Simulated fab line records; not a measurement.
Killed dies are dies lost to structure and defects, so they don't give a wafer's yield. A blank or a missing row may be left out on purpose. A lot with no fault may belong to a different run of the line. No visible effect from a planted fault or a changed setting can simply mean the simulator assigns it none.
fab line records	flow ritCmos
record lots=15	wafers=45	lastDay=7
route steps=202 shown SDANNEAL@156 PSD@157 PLDD@159 CONTACT@169 M1@194
lots with no fault: from the same line, run without faults
startH: hours from the record's first day to the start of the lot's first wafer shown	waitH: how many hours have passed since the lot's step before this one	" identical to the entry in the row above	L1.1+2: a single row standing in for several wafers	- no value present, or no start provided	* or withheld: withheld	< > ~ a bound
route shown NAME@n: NAME is a module with steps in the file, n the number in the route of the first one	usual: mean/standard deviation of fault-free wafers	same: alike in all rows	chamber/n: place in a boat	sites: readings site by site	_std_site: standard deviation across them	_edge_site: mean of outer sites minus mean of inner sites	radiusMm: for every site, how far away it sits from the centre of the wafer	mask NAME#n: copy n	behind: the most recent tool/chamber to have shaped the wafer	hold: what put the lot on hold/how long, in hours/how the hold closed	device: which transistor (n, p or np) failed to switch	end of line: tests run on the same wafers once the route is complete	a step with no rows: only its recipe	killed: dies that structure and defects cost at the first sort, which is not the same as the wafer's yield	map: a wafer's dies, marking killed ones x, the rest . and places with no die _
set.NAME: the run value of the setting; set.NAME@STEP: its run value at that earlier step	model.NAME: the simulator's own value behind a step, which no gauge read
one table for each step of the route and one row for each wafer, over a sample of lots
## steps
# step RIT_SDANNEAL_RTA_03
# recipe tempC=1050	timeS=5	idleTempC=600	rampUpCPerS=342	rampDownCPerS=171	coolToC=600	ambient=N2
# usual wafer_temp_C_max=1053.5/1.2
lot.wafer	tool	chamber	startH	waitH	wafer_temp_C_max
L378.1	rtpAnneal-02	0	52.38	0.0	1053.5
L378.3	"	0	"	"	1054.4
L378.5	"	0	"	"	1053.8
L379.3	rtpAnneal-01	0	54.97	0.0	1053.2
L379.4	"	0	"	"	1052.4
L379.5	"	0	"	"	1052.8
L381.3	rtpAnneal-01	0	69.11	0.0	1052.4
L381.4	"	0	"	"	1053.1
L381.6	"	0	"	"	1054.8
L382.1	rtpAnneal-02	0	71.91	0.0	1053.5
L382.2	"	0	"	"	1052.9
L382.6	"	0	"	"	1053.7
L383.3	rtpAnneal-01	0	81.63	0.0	1055.0
L383.4	"	0	"	"	1055.1
L383.6	"	0	"	"	1051.5
L384.1	rtpAnneal-02	0	84.25	0.0	1052.4
L384.2	"	0	"	"	1053.5
L384.3	"	0	"	"	1054.6
L386.3	rtpAnneal-02	0	94.56	0.0	1053.5
L386.4	"	0	"	"	1053.3
L386.5	"	0	"	"	1053.9
L387.1	rtpAnneal-01	0	100.59	0.0	1054.2
L387.4	"	0	"	"	1052.9
L387.6	"	0	"	"	1054.3
L391.2	rtpAnneal-01	0	116.38	0.0	1052.2
L391.5	"	0	"	"	1054.3
L391.6	"	0	"	"	1053.6
L392.1	rtpAnneal-02	0	125.04	0.0	1045.3
L392.3	"	0	"	"	1043.9
L392.6	"	0	"	"	1046.0
L394.1	rtpAnneal-02	0	136.66	0.0	1044.1
L394.2	"	0	"	"	1046.1
L394.4	"	0	"	"	1045.5
L396.1	rtpAnneal-02	0	150.13	0.0	1044.7
L396.3	"	0	"	"	1047.2
L396.5	"	0	"	"	1047.4
L397.1	rtpAnneal-01	0	153.47	0.0	1052.5
L397.2	"	0	"	"	1054.0
L397.4	"	0	"	"	1052.2
L399.1	rtpAnneal-01	0	157.66	0.0	1052.9
L399.3	"	0	"	"	1053.2
L399.4	"	0	"	"	1052.9
L401.3	rtpAnneal-01	0	170.02	0.0	1053.1
L401.4	"	0	"	"	1054.2
L401.5	"	0	"	"	1051.1
# step RIT_SDANNEAL_RS_MEAS_04
# recipe thkMeasGauge=four-point-probe
# usual PSD_RS=116.0/0.36
lot.wafer	tool	chamber	startH	waitH	hold	PSD_RS[ohm/sq]
L378.1	filmMetro-03	-	52.44	0.0	-	116.3
L378.3	"	-	"	"	-	116.4
L378.5	"	-	"	"	-	116.2
L379.3	filmMetro-03	-	55.05	0.1	-	116.4
L379.4	"	-	"	"	-	116.2
L379.5	"	-	"	"	-	116.4
L381.3	filmMetro-04	-	69.19	0.1	-	115.9
L381.4	"	-	"	"	-	115.8
L381.6	"	-	"	"	-	115.7
L382.1	filmMetro-02	-	71.97	0.0	-	115.6
L382.2	"	-	"	"	-	115.8
L382.6	"	-	"	"	-	115.8
L383.3	filmMetro-04	-	81.71	0.1	-	116.1
L383.4	"	-	"	"	-	116.1
L383.6	"	-	"	"	-	116.3
L384.1	filmMetro-02	-	84.37	0.1	-	115.4
L384.2	"	-	"	"	-	115.7
L384.3	"	-	"	"	-	115.3
L386.3	filmMetro-03	-	94.64	0.1	-	116.2
L386.4	"	-	"	"	-	116.7
L386.5	"	-	"	"	-	116.2
L387.1	filmMetro-02	-	100.65	0.0	-	115.5
L387.4	"	-	"	"	-	115.7
L387.6	"	-	"	"	-	115.7
L391.2	filmMetro-03	-	116.45	0.1	-	116.4
L391.5	"	-	"	"	-	116.1
L391.6	"	-	"	"	-	116.0
L392.1	filmMetro-04	-	125.10	0.0	awaitDispo/0.2h/release	121.8
L392.3	"	-	"	"	awaitDispo/0.2h/release	120.8
L392.6	"	-	"	"	awaitDispo/0.2h/release	121.3
L392.1	filmMetro-04	-	125.46	0.3	-	121.8
L392.3	"	-	"	"	-	120.9
L392.6	"	-	"	"	-	121.3
L394.1	filmMetro-02	-	136.71	0.0	awaitDispo/0.2h/release	121.1
L394.2	"	-	"	"	awaitDispo/0.2h/release	121.5
L394.4	"	-	"	"	awaitDispo/0.2h/release	121.5
L394.1	filmMetro-02	-	137.07	0.3	-	121.4
L394.2	"	-	"	"	-	121.6
L394.4	"	-	"	"	-	121.2
L396.1	filmMetro-04	-	150.19	0.0	awaitDispo/0.2h/release	121.4
L396.3	"	-	"	"	awaitDispo/0.2h/release	121.0
L396.5	"	-	"	"	awaitDispo/0.2h/release	121.0
L396.1	filmMetro-04	-	150.55	0.3	-	121.1
L396.3	"	-	"	"	-	121.1
L396.5	"	-	"	"	-	120.9
L397.1	filmMetro-03	-	153.53	0.0	-	116.3
L397.2	"	-	"	"	-	116.5
L397.4	"	-	"	"	-	116.6
L399.1	filmMetro-03	-	157.71	0.0	-	116.5
L399.3	"	-	"	"	-	116.3
L399.4	"	-	"	"	-	116.7
L401.3	filmMetro-04	-	170.10	0.1	-	115.6
L401.4	"	-	"	"	-	115.5
L401.5	"	-	"	"	-	115.6
# step RIT_SDANNEAL_RS_MEAS_06
# recipe thkMeasGauge=four-point-probe
# usual PLDD_RS=178.4/0.58
lot.wafer	tool	chamber	startH	waitH	hold	PLDD_RS[ohm/sq]
L378.1	filmMetro-03	-	52.68	0.1	-	178.7
L378.3	"	-	"	"	-	178.9
L378.5	"	-	"	"	-	179.1
L379.3	filmMetro-03	-	55.29	0.1	-	178.4
L379.4	"	-	"	"	-	179.3
L379.5	"	-	"	"	-	179.1
L381.3	filmMetro-04	-	69.43	0.1	-	178.8
L381.4	"	-	"	"	-	178.4
L381.6	"	-	"	"	-	178.5
L382.1	filmMetro-02	-	72.21	0.1	-	177.5
L382.2	"	-	"	"	-	177.8
L382.6	"	-	"	"	-	178.0
L383.3	filmMetro-04	-	81.95	0.1	-	178.6
L383.4	"	-	"	"	-	178.4
L383.6	"	-	"	"	-	178.6
L384.1	filmMetro-02	-	84.61	0.1	-	177.0
L384.2	"	-	"	"	-	177.8
L384.3	"	-	"	"	-	177.8
L386.3	filmMetro-03	-	94.88	0.1	-	179.3
L386.4	"	-	"	"	-	179.5
L386.5	"	-	"	"	-	179.5
L387.1	filmMetro-02	-	100.89	0.1	-	178.3
L387.4	"	-	"	"	-	178.2
L387.6	"	-	"	"	-	178.5
L391.2	filmMetro-03	-	116.69	0.1	-	178.6
L391.5	"	-	"	"	-	179.0
L391.6	"	-	"	"	-	178.9
L392.1	filmMetro-04	-	130.31	0.1	awaitDispo/0.2h/release	183.1
L392.3	"	-	"	"	awaitDispo/0.2h/release	182.9
L392.6	"	-	"	"	awaitDispo/0.2h/release	183.3
L392.1	filmMetro-04	-	130.62	0.3	-	183.0
L392.3	"	-	"	"	-	182.1
L392.6	"	-	"	"	-	183.7
L394.1	filmMetro-02	-	141.95	0.1	awaitDispo/0.2h/release	183.6
L394.2	"	-	"	"	awaitDispo/0.2h/release	183.8
L394.4	"	-	"	"	awaitDispo/0.2h/release	183.2
L394.1	filmMetro-02	-	142.24	0.3	-	183.6
L394.2	"	-	"	"	-	183.5
L394.4	"	-	"	"	-	183.8
L396.1	filmMetro-04	-	151.79	0.1	awaitDispo/0.2h/release	183.4
L396.3	"	-	"	"	awaitDispo/0.2h/release	183.0
L396.5	"	-	"	"	awaitDispo/0.2h/release	183.2
L396.1	filmMetro-04	-	152.07	0.3	-	183.1
L396.3	"	-	"	"	-	182.9
L396.5	"	-	"	"	-	182.9
L397.1	filmMetro-03	-	153.77	0.1	-	179.2
L397.2	"	-	"	"	-	179.3
L397.4	"	-	"	"	-	179.1
L399.1	filmMetro-03	-	157.95	0.1	-	179.2
L399.3	"	-	"	"	-	179.1
L399.4	"	-	"	"	-	179.3
L401.3	filmMetro-04	-	170.34	0.1	-	178.4
L401.4	"	-	"	"	-	177.9
L401.5	"	-	"	"	-	178.3
# step RIT_CONTACT_THK_MEAS_01
# recipe reads=SiO2_of_CONTACT_CVD_00
# usual CONTACT_TEOS_THK=399/5.3
lot.wafer	tool	chamber	startH	waitH	CONTACT_TEOS_THK[nm]
L378.1	filmMetro-01	-	53.48	0.0	398
L378.3	"	-	"	"	390
L378.5	"	-	"	"	396
L379.3	filmMetro-04	-	56.08	0.0	395
L379.4	"	-	"	"	403
L379.5	"	-	"	"	405
L381.3	filmMetro-02	-	70.22	0.0	389
L381.4	"	-	"	"	397
L381.6	"	-	"	"	406
L382.1	filmMetro-01	-	73.02	0.0	395
L382.2	"	-	"	"	398
L382.6	"	-	"	"	400
L383.3	filmMetro-04	-	82.81	0.0	393
L383.4	"	-	"	"	403
L383.6	"	-	"	"	403
L384.1	filmMetro-04	-	85.50	0.0	399
L384.2	"	-	"	"	389
L384.3	"	-	"	"	397
L386.3	filmMetro-01	-	95.67	0.0	394
L386.4	"	-	"	"	398
L386.5	"	-	"	"	400
L387.1	filmMetro-04	-	101.70	0.0	394
L387.4	"	-	"	"	409
L387.6	"	-	"	"	405
L391.2	filmMetro-04	-	117.50	0.0	400
L391.5	"	-	"	"	406
L391.6	"	-	"	"	410
L392.1	filmMetro-02	-	138.73	0.0	398
L392.3	"	-	"	"	393
L392.6	"	-	"	"	401
L394.1	filmMetro-04	-	147.89	0.0	402
L394.2	"	-	"	"	403
L394.4	"	-	"	"	410
L397.1	filmMetro-04	-	154.58	0.0	402
L397.2	"	-	"	"	402
L397.4	"	-	"	"	406
L396.1	filmMetro-04	-	154.64	0.1	395
L396.3	"	-	"	"	395
L396.5	"	-	"	"	396
L399.1	filmMetro-01	-	158.76	0.0	396
L399.3	"	-	"	"	399
L399.4	"	-	"	"	401
L401.3	filmMetro-01	-	171.13	0.0	386
L401.4	"	-	"	"	402
L401.5	"	-	"	"	397
# step RIT_M1_OVL_MEAS_10
# usual M1_OVL=0.7/1.3
lot.wafer	tool	chamber	startH	waitH	M1_OVL[nm]
L378.1	overlay-01	-	57.34	0.1	1.8
L378.3	"	-	"	"	1.4
L378.5	"	-	"	"	2.0
L379.3	overlay-02	-	59.84	0.1	-1.2
L379.4	"	-	"	"	-1.5
L379.5	"	-	"	"	-1.7
L381.3	overlay-02	-	74.00	0.1	2.1
L381.4	"	-	"	"	1.2
L381.6	"	-	"	"	2.6
L382.1	overlay-02	-	77.15	0.1	0.9
L382.2	"	-	"	"	-0.3
L382.6	"	-	"	"	0.0
L383.3	overlay-01	-	86.50	0.1	1.1
L383.4	"	-	"	"	0.9
L383.6	"	-	"	"	0.5
L384.1	overlay-02	-	89.46	0.1	1.4
L384.2	"	-	"	"	-0.3
L384.3	"	-	"	"	-1.0
L386.3	overlay-01	-	99.34	0.1	4.9
L386.4	"	-	"	"	3.4
L386.5	"	-	"	"	3.7
L387.1	overlay-02	-	105.63	0.1	1.6
L387.4	"	-	"	"	1.0
L387.6	"	-	"	"	1.2
L391.2	overlay-01	-	121.26	0.1	0.6
L391.5	"	-	"	"	-0.5
L391.6	"	-	"	"	0.2
L392.1	overlay-02	-	142.37	0.1	-0.2
L392.3	"	-	"	"	0.0
L392.6	"	-	"	"	0.5
L394.1	overlay-02	-	151.55	0.1	0.4
L394.2	"	-	"	"	-0.1
L394.4	"	-	"	"	1.0
L397.1	overlay-02	-	158.35	0.1	-0.3
L397.2	"	-	"	"	0.3
L397.4	"	-	"	"	-0.4
L396.1	overlay-02	-	158.91	0.1	0.7
L396.3	"	-	"	"	-0.1
L396.5	"	-	"	"	1.1
L399.1	overlay-02	-	162.41	0.1	-0.4
L399.3	"	-	"	"	0.6
L399.4	"	-	"	"	-0.7
L401.3	overlay-02	-	174.92	0.1	1.0
L401.4	"	-	"	"	-0.8
L401.5	"	-	"	"	0.1
# step RIT_M1_PROBE_99
# usual killedAtContacts=0.0/0.16	killedAtFrontEnd=6.9/2.9	killedDies=7.0/2.9	killedOnRim=1.9/1.4	killedOpen=3.4/2.1	killedShort=3.5/1.8
# same grossDies=264	killed_at_M0_to_M3=0	killed_at_M4_up=0	killedAtBackSide=0	killedAtOther=0
lot.wafer	tool	chamber	startH	waitH	killedAtContacts	killedAtFrontEnd	killedDies	killedOnRim	killedOpen	killedShort
L391.2	prober-02	-	124.08	0.1	0	2	2	1	2	0
L391.5	prober-02	-	124.23	0.2	1	7	8	5	3	5
L391.6	prober-02	-	124.28	0.2	0	7	7	1	4	3
L392.1	prober-01	-	144.91	0.1	0	8	8	5	4	4
L392.3	prober-01	-	145.01	0.2	0	7	7	2	4	3
L392.6	prober-01	-	145.16	0.2	0	5	5	0	3	2
L394.1	prober-01	-	154.09	0.1	0	7	7	1	4	3
L394.2	prober-01	-	154.14	0.1	0	8	8	1	1	7
L394.4	prober-01	-	154.24	0.2	0	7	7	2	4	3
L396.1	prober-01	-	161.45	0.1	0	12	12	1	6	6
L396.3	prober-01	-	161.55	0.2	0	9	9	2	5	4
L396.5	prober-01	-	161.65	0.2	0	8	8	1	5	3
# killed by level:class
L391.2 REOX:geometricParticle:open=1 SPACER:geometricParticle:open=1
L391.5 GATE:geometricParticle:short=5 GATE:geometricParticle:open=1 REOX:geometricParticle:open=1 CONTACT:geometricParticle:open=1
L391.6 SILICIDE:geometricParticle:short=2 FOX1:geometricParticle:short=1 GATE:geometricParticle:open=1 REOX:geometricParticle:open=1 SPACER:geometricParticle:open=1 SILICIDE:geometricParticle:open=1
L392.1 GATE:geometricParticle:short=2 FOX1:geometricParticle:open=1 FOX2:geometricParticle:open=1 FOX2:geometricParticle:short=1 GATE:geometricParticle:open=1 SILICIDE:geometricParticle:short=1 SILICIDE:geometricParticle:open=1
L392.3 GATE:geometricParticle:open=2 GATE:geometricParticle:short=2 FOX1:geometricParticle:short=1 SPACER:geometricParticle:open=1 SILICIDE:geometricParticle:open=1
L392.6 GATE:geometricParticle:short=2 REOX:geometricParticle:open=2 GATE:geometricParticle:open=1
L394.1 REOX:geometricParticle:open=2 SPACER:geometricParticle:short=2 GATE:geometricParticle:open=1 REOX:geometricParticle:short=1 SPACER:geometricParticle:open=1
L394.2 SILICIDE:geometricParticle:short=4 GATE:geometricParticle:short=2 SPACER:geometricParticle:short=1 SILICIDE:geometricParticle:open=1
L394.4 GATE:geometricParticle:short=2 GATE:geometricParticle:open=2 FOX1:geometricParticle:short=1 FOX1:geometricParticle:open=1 SPACER:geometricParticle:open=1
L396.1 SPACER:geometricParticle:open=5 SPACER:geometricParticle:short=4 GATE:geometricParticle:short=1 GATE:geometricParticle:open=1 SILICIDE:geometricParticle:short=1
L396.3 FOX1:geometricParticle:open=2 GATE:geometricParticle:short=2 GATE:geometricParticle:open=2 SILICIDE:geometricParticle:short=2 SPACER:geometricParticle:open=1
L396.5 GATE:geometricParticle:open=2 FOX1:geometricParticle:short=1 FOX1:geometricParticle:open=1 GATE:geometricParticle:short=1 SPACER:geometricParticle:short=1 SPACER:geometricParticle:open=1 SILICIDE:geometricParticle:open=1
## key
firstSign step=RIT_SDANNEAL_RTA_03	reading=wafer_temp_C_max	direction=down	sigmas=6.4	usual=*	struck=*
effect step=RIT_SDANNEAL_RS_MEAS_04	reading=visit	direction=added
effect step=RIT_SDANNEAL_RS_MEAS_04	reading=PSD_RS	direction=up	sigmas=15	usual=116.0	struck=121.3
effect step=RIT_SDANNEAL_RS_MEAS_06	reading=visit	direction=added
effect step=RIT_SDANNEAL_RS_MEAS_06	reading=PLDD_RS	direction=up	sigmas=8.4	usual=178.4	struck=183.3
metAt RIT_SDANNEAL_RTA_03
struckLots L392,L394,L396
testerLeftOut L392,L394,L396
notActingAt RIT_CONTACT_THK_MEAS_01,RIT_M1_OVL_MEAS_10
onsetBetween 94.56 125.04
fault kind=processParameterDrift	tool=rtpAnneal-02	chamber=-	onsetH=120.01	steps=RIT_SDANNEAL_RTA_03	channel=tempC	offset=*	shape=step	endH=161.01	actsIn=*	stated=*
# testerLeftOut: of these lots the tester's yield and bins aren't shown, on N5 and GAA mostly nor the transistor test; their killed dies are dies lost to structure and defects alone, not to doping, threshold or leakage, so they don't give the yield
